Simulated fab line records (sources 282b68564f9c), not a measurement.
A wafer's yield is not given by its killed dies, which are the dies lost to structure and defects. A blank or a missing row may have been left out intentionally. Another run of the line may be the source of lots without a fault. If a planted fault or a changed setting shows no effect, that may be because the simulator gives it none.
A struck lot beside a sound one || flow rit_cmos || 18 steps out of a route of 202
Sound: wafers L338.1, L338.5, L338.6. Wafers L335.1, L335.5, L335.6 were the ones struck. The cause is named last.
Each step with rows lists, per side, the tool, then ch with its chambers, then its first start. Under that, the readings that differ: sound wafers || struck wafers || difference of the means || sigmas: that difference in standard deviations of wafers without a fault.
alike: a reading whose means differ by less than 2 such deviations, as well as words and numbers matching on both sides. not compared: withheld readings; readings where some wafer has no value; bounds like >300 that might hide an equal value; numbers whose values overlap and for which the record gives no deviation.
The two part at a step that has a row with sigmas, a row that says differs or no value, or rows on one side only. Numbers that don't overlap but have no deviation are shown without sigmas and don't part them. Lack of a reading on every wafer of one side parts them only where that side has two or more wafers.

first, 3 steps without rows for these wafers: RIT_GATE_CLEAN_02 (cleans in dHF, time 30 s); RIT_GATE_CLEAN_03 (cleans in SC2, time 600 s); RIT_GATE_CLEAN_04 (cleans in dHF, time 60 s).
RIT_FOX2_THK_MEAS_91:
  sound on film_metro-02, day 5 04:08; struck on film_metro-04, day 4 12:31
  alike: FIELD_OXIDE_LEFT_2_THK
then, 2 steps without rows for these wafers: RIT_GATE_OXIDATION_05 (target thk 3 nm, ox time 270 s); RIT_GATE_ANNEAL_06 (time 600 s).
RIT_GATE_THK_MEAS_07:
  sound on film_metro-02, day 5 05:32; struck on film_metro-04, day 4 14:37
  alike: GATE_OXIDE_THK
then, 1 step without rows for these wafers: RIT_GATE_CVD_08 (deposits poly-Si from SiH4, target thk 250 nm, time 2220 s).
RIT_GATE_THK_MEAS_09:
  sound on film_metro-04, day 5 07:13; struck on film_metro-04, day 4 16:18
  alike: GATE_POLY_THK
then, 3 steps without rows for these wafers: RIT_GATE_HMDS_10 (prime time 60 s); RIT_GATE_COAT_11 (resist thk 841 nm); RIT_GATE_SOFTBAKE_12 (time 60 s).
RIT_GATE_EXPOSE_13: exposes mask M6, target cd 150 nm.
  sound on iline_stepper-02 ch 0, day 5 07:45; struck on iline_stepper-01 ch 0, day 4 16:56
{"reading": "model.GATE.overlay_x_nm (nm)", "sound": "-0.5162 -0.5162 -0.5162", "struck": "-150.7 -150.7 -150.7", "difference": -150.2, "sigmas": ""}
  alike: mask, exposure_dose_mJ_cm2, focus_offset_nm
then, 2 steps without rows for these wafers: RIT_GATE_PEB_14; RIT_GATE_DEVELOP_15 (develop time 50 s).
RIT_GATE_CD_MEAS_16: target cd 150 nm.
  sound on cd_sem-02, day 5 08:09; struck on cd_sem-02, day 4 17:20
{"reading": "cd_nm (nm)", "sound": "144.5 145.9 145.6", "struck": "153.4 151.1 152.5", "difference": "+7.0", "sigmas": "+3"}
RIT_GATE_OVL_MEAS_17:
  sound on overlay-01, day 5 08:16; struck on overlay-02, day 4 17:40
{"reading": "GATE_OVL (nm)", "sound": "-0.1 0.2 -0.5", "struck": "-150.3 -149.7 -150.0", "difference": -149.9, "sigmas": "-99 or more"}
  not compared: hold
RIT_M1_PROBE_99:
  the record has rows for the sound wafers here (prober-01, day 6 06:09) and none for the struck ones

WHERE THEY PART
Last at RIT_M1_PROBE_99 as far as this record goes, first at RIT_GATE_CD_MEAS_16.

WHY: the cause the simulator had injected
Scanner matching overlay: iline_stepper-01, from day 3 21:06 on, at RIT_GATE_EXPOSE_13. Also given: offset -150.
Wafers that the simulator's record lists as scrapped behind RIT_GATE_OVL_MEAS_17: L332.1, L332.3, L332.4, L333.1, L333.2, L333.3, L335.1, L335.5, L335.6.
